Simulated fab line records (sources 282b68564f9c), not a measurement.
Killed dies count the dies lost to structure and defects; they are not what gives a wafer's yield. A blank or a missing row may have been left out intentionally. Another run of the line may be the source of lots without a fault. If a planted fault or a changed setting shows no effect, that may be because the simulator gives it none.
Chamber matching :: flow rit_cmos :: 3 sister chambers for RIT_CONTACT_ETCH_11 on rie_diel-04
The step etches SiO2 in CHF3/CF4/Ar, stops on TiSi2, target depth 480 nm, time 320 s. 6 wafers are shown with their chamber, then 4 later ones without.

## WAFERS, EACH WITH ITS CHAMBER
wafer: L183.4
chamber: 1
throttle_valve_pct (%): 8.81
drypump_motor_current_A (A): 5.6

wafer: L185.5
chamber: 1
throttle_valve_pct (%): 8.83
drypump_motor_current_A (A): 5.7

wafer: L189.1
chamber: 0
throttle_valve_pct (%): 8.97
drypump_motor_current_A (A): 5.9

wafer: L189.5
chamber: 0
throttle_valve_pct (%): 8.98
drypump_motor_current_A (A): 5.9

wafer: L192.3
chamber: 3
throttle_valve_pct (%): 8.86
drypump_motor_current_A (A): 6.1

wafer: L192.5
chamber: 3
throttle_valve_pct (%): 8.87
drypump_motor_current_A (A): 6.1

## WAFERS MISSING THEIR CHAMBER
wafer: L197.1
throttle_valve_pct (%): 8.87
drypump_motor_current_A (A): 6.1

wafer: L197.6
throttle_valve_pct (%): 9.00
drypump_motor_current_A (A): 5.9

wafer: L199.5
throttle_valve_pct (%): 8.88
drypump_motor_current_A (A): 6.1

wafer: L199.6
throttle_valve_pct (%): 8.81
drypump_motor_current_A (A): 5.6

## CHAMBER TAKEN BY EACH
wafer: L197.1
from the rows above: 3
in truth: 3

wafer: L197.6
from the rows above: 0
in truth: 0

wafer: L199.5
from the rows above: 3
in truth: 3

wafer: L199.6
from the rows above: 1
in truth: 1
Placed correctly: 4 of 4. Number that these rows cannot place: 0. Placed wrongly: 0.
How it was worked out, from the rows above alone: a wafer's distance from a chamber is the root of the sum, over the readings, of the square of ((its reading less the chamber's mean) divided by the reading's scatter). The wafer belongs to the nearest chamber; if the next one is less than 2 further off, it can't be placed. Each chamber's mean is taken over the wafers shown for it. The scatter: take each reading less its chamber's mean, square it, sum over the shown wafers, divide by the number of wafers less the number of chambers, and take the root.
